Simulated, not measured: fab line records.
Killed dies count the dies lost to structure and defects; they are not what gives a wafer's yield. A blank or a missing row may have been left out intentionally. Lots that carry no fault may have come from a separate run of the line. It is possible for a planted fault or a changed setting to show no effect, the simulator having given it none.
fab line records ; flow rit_cmos
record lots=5; wafers=23
route steps=202 shown SILICIDE@162 CONTACT@175 M1@188
start_h: start of the lot's first displayed wafer, in hours after the record's first day ; wait_h: hours from the lot's prior step to this one ; " the same as in the row above ; L1.1+2: one row covering several wafers at once ; - no value, or no start given ; * or withheld: withheld ; < > ~ a bound
route shown NAME@n: names a module that has steps shown in the file, with the first one's number in the route ; usual: average and standard deviation across the fault-free wafers ; same: alike in all rows ; chamber/n: place in a boat ; sites: readings site by site ; _std_site: how widely they spread, as a standard deviation ; _edge_site: mean of outer sites minus mean of inner sites ; radius_mm: for every site, how far away it sits from the centre of the wafer ; mask NAME#n: copy n ; behind: tool/chamber where the wafer was last shaped ; hold: cause of the lot's hold/its duration in hours/its outcome ; device: names the non-switching transistor (n, p or np) ; end of line: tests of these same wafers at the route's end ; a step given without rows: its recipe and nothing more ; killed: count of dies lost to structure and defects at first sort (not the wafer's yield) ; map: shows each die of a wafer: x if killed, . if not, _ if none is there
set.NAME: the setting as run; set.NAME@STEP: as run at that earlier step ; model.NAME: the simulator's own value behind a step, which no gauge read
lots where settings were altered on purpose, with a table for each step and a row for each wafer
## steps
# step RIT_SILICIDE_SPUTTER_01
# recipe material=Ti; target_thk_nm=30; power_w=350; chamber_pressure_pa=0.667; gas=Ar; time_s=240; substrate_temp_c=25
lot.wafer;tool;chamber;start_h;wait_h;set.time_s;model.Ti_of_SILICIDE_SPUTTER_01.thk_nm
L074.1;pvd_sputter-03;-;54.12;0.0;240;30
L074.3;pvd_sputter-03;-;54.12;0.0;240;30.17
L074.4;pvd_sputter-03;-;54.12;0.0;240;30.14
L074.5;pvd_sputter-03;-;54.12;0.0;240;30.02
L074.6;pvd_sputter-03;-;54.12;0.0;240;29.9
L077.1;pvd_sputter-02;-;67.36;0.0;240;29.93
L077.2;pvd_sputter-02;-;67.36;0.0;240;29.98
L077.3;pvd_sputter-02;-;67.36;0.0;240;29.85
L077.5;pvd_sputter-02;-;67.36;0.0;240;30
L077.6;pvd_sputter-02;-;67.36;0.0;240;29.97
L078.1;pvd_sputter-03;-;70.93;0.0;240;29.91
L078.2;pvd_sputter-03;-;70.93;0.0;240;29.49
L078.3;pvd_sputter-03;-;70.93;0.0;256.7;32.15
L078.4;pvd_sputter-03;-;70.93;0.0;240;29.54
L078.5;pvd_sputter-03;-;70.93;0.0;256.7;32
L079.1;pvd_sputter-02;-;74.59;0.0;240;29.48
L079.4;pvd_sputter-02;-;74.59;0.0;240;29.72
L079.6;pvd_sputter-02;-;74.59;0.0;240;29.82
L083.1;pvd_sputter-04;-;98.16;0.0;222.3;27.96
L083.2;pvd_sputter-04;-;98.16;0.0;240;30.18
L083.3;pvd_sputter-04;-;98.16;0.0;222.3;27.58
L083.5;pvd_sputter-04;-;98.16;0.0;240;29.93
L083.6;pvd_sputter-04;-;98.16;0.0;222.3;27.64
# step RIT_SILICIDE_RS_MEAS_02
# recipe thk_meas_gauge=four-point-probe; reads=Ti_of_SILICIDE_SPUTTER_01
# usual SILICIDE_TI_RS=47.9/0.54
lot.wafer;tool;chamber;start_h;wait_h;set.time_s@SILICIDE_SPUTTER_01;SILICIDE_TI_RS[ohm/sq]
L074.1;film_metro-03;-;54.27;0.1;240;47.9
L074.3;film_metro-03;-;54.27;0.1;240;47.6
L074.4;film_metro-03;-;54.27;0.1;240;47.7
L074.5;film_metro-03;-;54.27;0.1;240;47.9
L074.6;film_metro-03;-;54.27;0.1;240;48.2
L077.1;film_metro-02;-;67.51;0.1;240;47.9
L077.2;film_metro-02;-;67.51;0.1;240;47.9
L077.3;film_metro-02;-;67.51;0.1;240;48.0
L077.5;film_metro-02;-;67.51;0.1;240;47.8
L077.6;film_metro-02;-;67.51;0.1;240;47.8
L078.1;film_metro-02;-;71.08;0.1;240;48.1
L078.2;film_metro-02;-;71.08;0.1;240;48.9
L078.3;film_metro-02;-;71.08;0.1;256.7;43.9
L078.4;film_metro-02;-;71.08;0.1;240;48.8
L078.5;film_metro-02;-;71.08;0.1;256.7;44.1
L079.1;film_metro-02;-;74.74;0.1;240;48.9
L079.4;film_metro-02;-;74.74;0.1;240;48.4
L079.6;film_metro-02;-;74.74;0.1;240;48.2
L083.1;film_metro-03;-;98.31;0.1;222.3;52.4
L083.2;film_metro-03;-;98.31;0.1;240;47.7
L083.3;film_metro-03;-;98.31;0.1;222.3;53.3
L083.5;film_metro-03;-;98.31;0.1;240;48.0
L083.6;film_metro-03;-;98.31;0.1;222.3;53.2
# step RIT_SILICIDE_THK_MEAS_03
# recipe thk_meas_gauge=xrf; reads=Ti_of_SILICIDE_SPUTTER_01
# usual SILICIDE_TI_THK=30.1/0.34
lot.wafer;tool;chamber;start_h;wait_h;set.time_s@SILICIDE_SPUTTER_01;SILICIDE_TI_THK[nm]
L074.1;film_metro-03;-;54.39;0.1;240;30.0
L074.3;film_metro-03;-;54.39;0.1;240;30.0
L074.4;film_metro-03;-;54.39;0.1;240;30.2
L074.5;film_metro-03;-;54.39;0.1;240;30.0
L074.6;film_metro-03;-;54.39;0.1;240;29.9
L077.1;film_metro-02;-;67.63;0.1;240;30.2
L077.2;film_metro-02;-;67.63;0.1;240;30.2
L077.3;film_metro-02;-;67.63;0.1;240;30.0
L077.5;film_metro-02;-;67.63;0.1;240;30.3
L077.6;film_metro-02;-;67.63;0.1;240;30.0
L078.1;film_metro-02;-;71.20;0.1;240;29.9
L078.2;film_metro-02;-;71.20;0.1;240;29.6
L078.3;film_metro-02;-;71.20;0.1;256.7;32.4
L078.4;film_metro-02;-;71.20;0.1;240;29.5
L078.5;film_metro-02;-;71.20;0.1;256.7;32.1
L079.1;film_metro-02;-;74.86;0.1;240;29.7
L079.4;film_metro-02;-;74.86;0.1;240;29.9
L079.6;film_metro-02;-;74.86;0.1;240;30.0
L083.1;film_metro-03;-;98.43;0.1;222.3;28.2
L083.2;film_metro-03;-;98.43;0.1;240;30.4
L083.3;film_metro-03;-;98.43;0.1;222.3;27.6
L083.5;film_metro-03;-;98.43;0.1;240;30.1
L083.6;film_metro-03;-;98.43;0.1;222.3;27.7
# step RIT_CONTACT_DEVELOP_07
# recipe resist=NOVOLAK; develop_time_s=120; dev_temp_c=23
lot.wafer;tool;chamber;start_h;wait_h;set.develop_time_s
L074.1+6;litho_track-03;0;-;-;120
L074.3+4+5;litho_track-03;0;-;-;138
L077.1+2;litho_track-04;0;-;-;120
L077.3+5+6;litho_track-04;0;-;-;137.3
L078.1+2+3+4+5;litho_track-03;0;-;-;120
L079.1+4+6;litho_track-04;0;-;-;120
L083.1+5;litho_track-04;0;-;-;120
L083.2+3+6;litho_track-04;0;-;-;102.7
# step RIT_CONTACT_CD_MEAS_08
# recipe target_cd_nm=1000
# usual cd_nm=998.8/1.9
lot.wafer;tool;chamber;start_h;wait_h;set.develop_time_s@CONTACT_DEVELOP_07;cd_nm
L074.1;cd_sem-01;-;55.70;-;120;999.9
L074.3;cd_sem-01;-;55.70;-;138;1010.4
L074.4;cd_sem-01;-;55.70;-;138;1010.1
L074.5;cd_sem-01;-;55.70;-;138;1010.2
L074.6;cd_sem-01;-;55.70;-;120;1000.1
L077.1;cd_sem-01;-;69.00;-;120;999.1
L077.2;cd_sem-01;-;69.00;-;120;998.9
L077.3;cd_sem-01;-;69.00;-;137.3;1010.3
L077.5;cd_sem-01;-;69.00;-;137.3;1008.7
L077.6;cd_sem-01;-;69.00;-;137.3;1009.4
L078.1;cd_sem-02;-;72.64;-;120;995.0
L078.2;cd_sem-02;-;72.64;-;120;994.9
L078.3;cd_sem-02;-;72.64;-;120;996.2
L078.4;cd_sem-02;-;72.64;-;120;994.1
L078.5;cd_sem-02;-;72.64;-;120;994.3
L079.1;cd_sem-01;-;76.40;-;120;1000.4
L079.4;cd_sem-01;-;76.40;-;120;1000.8
L079.6;cd_sem-01;-;76.40;-;120;1000.3
L083.1;cd_sem-01;-;99.92;-;120;1000.4
L083.2;cd_sem-01;-;99.92;-;102.7;987.8
L083.3;cd_sem-01;-;99.92;-;102.7;988.7
L083.5;cd_sem-01;-;99.92;-;120;999.3
L083.6;cd_sem-01;-;99.92;-;102.7;988.0
# step RIT_CONTACT_ETCH_11
# recipe target_depth_a=4800; over_etch_frac=0.2; stop_on=TiSi2; chemistry=CHF3/CF4/Ar; target=SiO2; CHF3_flow_sccm=50; cf4_flow_sccm=10; Ar_flow_sccm=100; O2_flow_sccm=5; pressure_mtorr=100; rf_w=200; time_s=320
lot.wafer;tool;chamber;start_h;wait_h;set.time_s;set.develop_time_s@CONTACT_DEVELOP_07;model.CONTACT.cd_nm;model.NOVOLAK_of_CONTACT_COAT_03.thk_nm
L074.1;rie_diel-03;1;56.01;0.1;320;120;1000;770.2
L074.3;rie_diel-03;3;56.01;0.1;280.4;138;1010;784.8
L074.4;rie_diel-03;3;56.01;0.1;280.4;138;1010;784.3
L074.5;rie_diel-03;1;56.01;0.1;320;138;1010;773
L074.6;rie_diel-03;2;56.01;0.1;320;120;999.8;770.3
L077.1;rie_diel-04;2;69.31;0.1;335.9;120;999.2;758.4
L077.2;rie_diel-04;0;69.31;0.1;320;120;998.7;766.9
L077.3;rie_diel-04;3;69.31;0.1;335.9;137.3;1011;763.5
L077.5;rie_diel-04;0;69.31;0.1;320;137.3;1009;768.2
L077.6;rie_diel-04;1;69.31;0.1;335.9;137.3;1009;759.4
L078.1;rie_diel-02;1;72.95;0.1;320;120;995.3;768.1
L078.2;rie_diel-02;0;72.95;0.1;320;120;995.1;769.9
L078.3;rie_diel-02;2;72.95;0.1;320;120;996.2;771.6
L078.4;rie_diel-02;3;72.95;0.1;320;120;994.6;771
L078.5;rie_diel-02;2;72.95;0.1;320;120;994.7;772.5
L079.1;rie_diel-03;1;76.71;0.1;320;120;1000;768.8
L079.4;rie_diel-03;0;76.71;0.1;320;120;1001;769.2
L079.6;rie_diel-03;1;76.71;0.1;320;120;1001;766.4
L083.1;rie_diel-04;2;100.22;0.1;345.1;120;1001;761.4
L083.2;rie_diel-04;1;100.22;0.1;320;102.7;987.8;771.2
L083.3;rie_diel-04;0;100.22;0.1;320;102.7;988.8;769.8
L083.5;rie_diel-04;3;100.22;0.1;320;120;999.4;771.1
L083.6;rie_diel-04;0;100.22;0.1;345.1;102.7;988.6;759.6
# step RIT_CONTACT_STRIP_12
# recipe chemistry=O2; time_s=180; resist=NOVOLAK; platen_temp_c=withheld; power_w=500; pressure_mtorr=4000; o2_flow_sccm=4000
# step RIT_CONTACT_CD_MEAS_90
# recipe target_cd_nm=1000
# usual cd_nm=999.0/1.9
lot.wafer;tool;chamber;start_h;wait_h;set.develop_time_s@CONTACT_DEVELOP_07;cd_nm
L074.1;cd_sem-02;-;56.38;0.1;120;1000.1
L074.3;cd_sem-02;-;56.38;0.1;138;1010.1
L074.4;cd_sem-02;-;56.38;0.1;138;1009.7
L074.5;cd_sem-02;-;56.38;0.1;138;1010.2
L074.6;cd_sem-02;-;56.38;0.1;120;999.7
L077.1;cd_sem-02;-;69.68;0.1;120;999.3
L077.2;cd_sem-02;-;69.68;0.1;120;998.8
L077.3;cd_sem-02;-;69.68;0.1;137.3;1011.0
L077.5;cd_sem-02;-;69.68;0.1;137.3;1008.8
L077.6;cd_sem-02;-;69.68;0.1;137.3;1009.1
L078.1;cd_sem-02;-;73.32;0.1;120;995.2
L078.2;cd_sem-02;-;73.32;0.1;120;994.8
L078.3;cd_sem-02;-;73.32;0.1;120;995.9
L078.4;cd_sem-02;-;73.32;0.1;120;994.4
L078.5;cd_sem-02;-;73.32;0.1;120;994.6
L079.1;cd_sem-01;-;77.08;0.1;120;1000.5
L079.4;cd_sem-01;-;77.08;0.1;120;1000.7
L079.6;cd_sem-01;-;77.08;0.1;120;1000.7
L083.1;cd_sem-01;-;100.59;0.1;120;1000.6
L083.2;cd_sem-01;-;100.59;0.1;102.7;987.6
L083.3;cd_sem-01;-;100.59;0.1;102.7;988.8
L083.5;cd_sem-01;-;100.59;0.1;120;999.3
L083.6;cd_sem-01;-;100.59;0.1;102.7;988.7
# step RIT_M1_COAT_04
# recipe resist=NOVOLAK; spin_rpm=2000; resist_thk_nm=1300
lot.wafer;tool;chamber;start_h;wait_h;set.resist_thk_nm;model.NOVOLAK_of_M1_COAT_04.thk_nm
L074.1+4+6;litho_track-03;0;57.49;0.1;1300;1299
L074.3;litho_track-03;0;57.49;0.1;1300;1301
L074.5;litho_track-03;0;57.49;0.1;1300;1303
L077.1+5;litho_track-04;0;70.79;0.1;1300;1303
L077.2;litho_track-04;0;70.79;0.1;1300;1298
L077.3;litho_track-04;0;70.79;0.1;1300;1304
L077.6;litho_track-04;0;70.79;0.1;1300;1300
L078.1+3;litho_track-02;0;74.51;0.1;1300;1298
L078.2;litho_track-02;0;74.51;0.1;1273;1271
L078.4;litho_track-02;0;74.51;0.1;1273;1269
L078.5;litho_track-02;0;74.51;0.1;1300;1296
L079.1;litho_track-03;0;78.19;0.1;1300;1296
L079.4;litho_track-03;0;78.19;0.1;1300;1299
L079.6;litho_track-03;0;78.19;0.1;1300;1301
L083.1;litho_track-03;0;101.72;0.1;1300;1300
L083.2;litho_track-03;0;101.72;0.1;1224;1226
L083.3;litho_track-03;0;101.72;0.1;1300;1301
L083.5;litho_track-03;0;101.72;0.1;1300;1299
L083.6;litho_track-03;0;101.72;0.1;1224;1223
# step RIT_M1_EXPOSE_06
# recipe mask_id=M12; na=0.6; source_shape=conventional; sigma_outer=0.5; target_cd_nm=2600; dose_mj=250
lot.wafer;tool;chamber;start_h;wait_h;mask;set.dose_mj
L074.1+3+4+5+6;iline_stepper-01;0;57.79;0.1;M12#0;250
L077.1+3;iline_stepper-01;0;71.09;0.1;M12#0;250
L077.2+5+6;iline_stepper-01;0;71.09;0.1;M12#0;262.9
L078.1+2+3;iline_stepper-02;0;74.93;0.2;M12#0;239.8
L078.4+5;iline_stepper-02;0;74.93;0.2;M12#0;250
L079.1+4+6;iline_stepper-01;0;78.61;0.2;M12#0;250
L083.1+2+6;iline_stepper-01;0;102.02;0.1;M12#0;264.1
L083.3+5;iline_stepper-01;0;102.02;0.1;M12#0;250
# step RIT_M1_PEB_07
# recipe resist=NOVOLAK; temp_c=withheld; time_s=withheld
# step RIT_M1_DEVELOP_08
# recipe resist=NOVOLAK; develop_time_s=68; dev_temp_c=23
# step RIT_M1_CD_MEAS_09
# recipe target_cd_nm=2600
# usual cd_nm=2600.6/1.9
lot.wafer;tool;chamber;start_h;wait_h;set.dose_mj@M1_EXPOSE_06;cd_nm
L074.1;cd_sem-02;-;58.22;-;250;2601.8
L074.3;cd_sem-02;-;58.22;-;250;2603.4
L074.4;cd_sem-02;-;58.22;-;250;2602.3
L074.5;cd_sem-02;-;58.22;-;250;2602.8
L074.6;cd_sem-02;-;58.22;-;250;2600.8
L077.1;cd_sem-01;-;71.52;-;250;2600.2
L077.2;cd_sem-01;-;71.52;-;262.9;2586.7
L077.3;cd_sem-01;-;71.52;-;250;2602.3
L077.5;cd_sem-01;-;71.52;-;262.9;2588.3
L077.6;cd_sem-01;-;71.52;-;262.9;2586.3
L078.1;cd_sem-01;-;75.36;-;239.8;2612.5
L078.2;cd_sem-01;-;75.36;-;239.8;2609.9
L078.3;cd_sem-01;-;75.36;-;239.8;2613.0
L078.4;cd_sem-01;-;75.36;-;250;2597.3
L078.5;cd_sem-01;-;75.36;-;250;2599.8
L079.1;cd_sem-01;-;79.04;-;250;2602.9
L079.4;cd_sem-01;-;79.04;-;250;2602.8
L079.6;cd_sem-01;-;79.04;-;250;2603.6
L083.1;cd_sem-01;-;102.45;-;264.1;2584.3
L083.2;cd_sem-01;-;102.45;-;264.1;2578.6
L083.3;cd_sem-01;-;102.45;-;250;2600.2
L083.5;cd_sem-01;-;102.45;-;250;2600.1
L083.6;cd_sem-01;-;102.45;-;264.1;2577.7
# step RIT_M1_HARDBAKE_11
# recipe resist=NOVOLAK; temp_c=140; time_s=120
lot.wafer;tool;chamber;start_h;wait_h;set.resist_thk_nm@M1_COAT_04;model.NOVOLAK_of_M1_COAT_04.thk_nm
L074.1+4+6;litho_track-04;0;58.38;0.0;1300;1136
L074.3;litho_track-04;0;58.38;0.0;1300;1138
L074.5;litho_track-04;0;58.38;0.0;1300;1140
L077.1;litho_track-04;0;71.68;0.0;1300;1139
L077.2;litho_track-04;0;71.68;0.0;1300;1135
L077.3;litho_track-04;0;71.68;0.0;1300;1141
L077.5;litho_track-04;0;71.68;0.0;1300;1140
L077.6;litho_track-04;0;71.68;0.0;1300;1137
L078.1+3;litho_track-02;0;75.52;0.0;1300;1135
L078.2;litho_track-02;0;75.52;0.0;1273;1112
L078.4;litho_track-02;0;75.52;0.0;1273;1110
L078.5;litho_track-02;0;75.52;0.0;1300;1134
L079.1;litho_track-03;0;79.20;0.0;1300;1134
L079.4;litho_track-03;0;79.20;0.0;1300;1136
L079.6;litho_track-03;0;79.20;0.0;1300;1138
L083.1;litho_track-02;0;102.61;0.0;1300;1137
L083.2;litho_track-02;0;102.61;0.0;1224;1073
L083.3;litho_track-02;0;102.61;0.0;1300;1138
L083.5;litho_track-02;0;102.61;0.0;1300;1136
L083.6;litho_track-02;0;102.61;0.0;1224;1071
# step RIT_M1_METAL_ETCH_12
# recipe stop_on=SiO2; chemistry=Cl2/BCl3; target=Al; time_s=165; over_etch_frac=0.5; pressure_mtorr=100; target_depth_a=6000; rf_w=250; Cl2_flow_sccm=60; bcl3_flow_sccm=50
lot.wafer;tool;chamber;start_h;wait_h;set.dose_mj@M1_EXPOSE_06;model.M1.cd_nm
L074.1+3+5;rie_metal-02;1,0,1;58.63;0.2;250;2602
L074.4+6;rie_metal-02;1,0;58.63;0.2;250;2601
L077.1;rie_metal-02;0;71.93;0.2;250;2599
L077.2;rie_metal-02;1;71.93;0.2;262.9;2586
L077.3;rie_metal-02;0;71.93;0.2;250;2602
L077.5;rie_metal-02;0;71.93;0.2;262.9;2588
L077.6;rie_metal-02;1;71.93;0.2;262.9;2584
L078.1+2;rie_metal-01;0,1;75.77;0.2;239.8;2612
L078.3;rie_metal-01;0;75.77;0.2;239.8;2611
L078.4+5;rie_metal-01;1,0;75.77;0.2;250;2599
L079.1;rie_metal-04;0;79.45;0.2;250;2601
L079.4;rie_metal-04;0;79.45;0.2;250;2603
L079.6;rie_metal-04;1;79.45;0.2;250;2602
L083.1;rie_metal-02;0;102.86;0.2;264.1;2585
L083.2+6;rie_metal-02;1;102.86;0.2;264.1;2580
L083.3+5;rie_metal-02;0;102.86;0.2;250;2600
# step RIT_M1_STRIP_13
# recipe chemistry=nmp; resist=NOVOLAK; temp_c=80; time_s=617; dry=n2_spin
# step RIT_M1_STRIP_14
# recipe chemistry=O2; time_s=180; platen_temp_c=withheld; power_w=500; pressure_mtorr=4000; o2_flow_sccm=4000
# step RIT_M1_CD_MEAS_90
# recipe target_cd_nm=2600
# usual cd_nm=2600.6/2
lot.wafer;tool;chamber;start_h;wait_h;set.dose_mj@M1_EXPOSE_06;cd_nm
L074.1;cd_sem-02;-;59.14;0.1;250;2601.7
L074.3;cd_sem-02;-;59.14;0.1;250;2602.3
L074.4;cd_sem-02;-;59.14;0.1;250;2601.1
L074.5;cd_sem-02;-;59.14;0.1;250;2602.4
L074.6;cd_sem-02;-;59.14;0.1;250;2600.8
L077.1;cd_sem-02;-;72.44;0.1;250;2599.0
L077.2;cd_sem-02;-;72.44;0.1;262.9;2586.1
L077.3;cd_sem-02;-;72.44;0.1;250;2601.5
L077.5;cd_sem-02;-;72.44;0.1;262.9;2587.7
L077.6;cd_sem-02;-;72.44;0.1;262.9;2584.2
L078.1;cd_sem-01;-;76.28;0.1;239.8;2611.5
L078.2;cd_sem-01;-;76.28;0.1;239.8;2611.8
L078.3;cd_sem-01;-;76.28;0.1;239.8;2610.5
L078.4;cd_sem-01;-;76.28;0.1;250;2598.9
L078.5;cd_sem-01;-;76.28;0.1;250;2598.8
L079.1;cd_sem-01;-;80.00;0.1;250;2601.5
L079.4;cd_sem-01;-;80.00;0.1;250;2602.3
L079.6;cd_sem-01;-;80.00;0.1;250;2601.5
L083.1;cd_sem-01;-;103.37;0.1;264.1;2585.3
L083.2;cd_sem-01;-;103.37;0.1;264.1;2580.2
L083.3;cd_sem-01;-;103.37;0.1;250;2600.0
L083.5;cd_sem-01;-;103.37;0.1;250;2599.9
L083.6;cd_sem-01;-;103.37;0.1;264.1;2580.4
## key
split step=RIT_SILICIDE_SPUTTER_01; setting=time_s; stated=240; by=wafer
response step=RIT_SILICIDE_SPUTTER_01; reading=model.Ti_of_SILICIDE_SPUTTER_01.thk_nm; change=+0.332; per=1%; r=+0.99
response step=RIT_SILICIDE_RS_MEAS_02; reading=SILICIDE_TI_RS; change=-0.674; per=1%; r=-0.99
response step=RIT_SILICIDE_THK_MEAS_03; reading=SILICIDE_TI_THK; change=+0.347; per=1%; r=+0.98
split step=RIT_CONTACT_DEVELOP_07; setting=develop_time_s; stated=120; by=wafer
response step=RIT_CONTACT_CD_MEAS_08; reading=cd_nm; change=+0.737; per=1%; r=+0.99
response step=RIT_CONTACT_ETCH_11; reading=model.CONTACT.cd_nm; change=+0.733; per=1%; r=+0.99
response step=RIT_CONTACT_CD_MEAS_90; reading=cd_nm; change=+0.734; per=1%; r=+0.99
split step=RIT_CONTACT_ETCH_11; setting=time_s; stated=320; by=wafer
response step=RIT_CONTACT_ETCH_11; reading=model.NOVOLAK_of_CONTACT_COAT_03.thk_nm; change=-1.18; per=1%; r=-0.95
split step=RIT_M1_COAT_04; setting=resist_thk_nm; stated=1300; by=wafer
response step=RIT_M1_COAT_04; reading=model.NOVOLAK_of_M1_COAT_04.thk_nm; change=+12.9; per=1%; r=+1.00
response step=RIT_M1_HARDBAKE_11; reading=model.NOVOLAK_of_M1_COAT_04.thk_nm; change=+11.1; per=1%; r=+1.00
split step=RIT_M1_EXPOSE_06; setting=dose_mj; stated=250; by=wafer
response step=RIT_M1_CD_MEAS_09; reading=cd_nm; change=-3.19; per=1%; r=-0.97
response step=RIT_M1_METAL_ETCH_12; reading=model.M1.cd_nm; change=-2.99; per=1%; r=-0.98
response step=RIT_M1_CD_MEAS_90; reading=cd_nm; change=-3; per=1%; r=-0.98
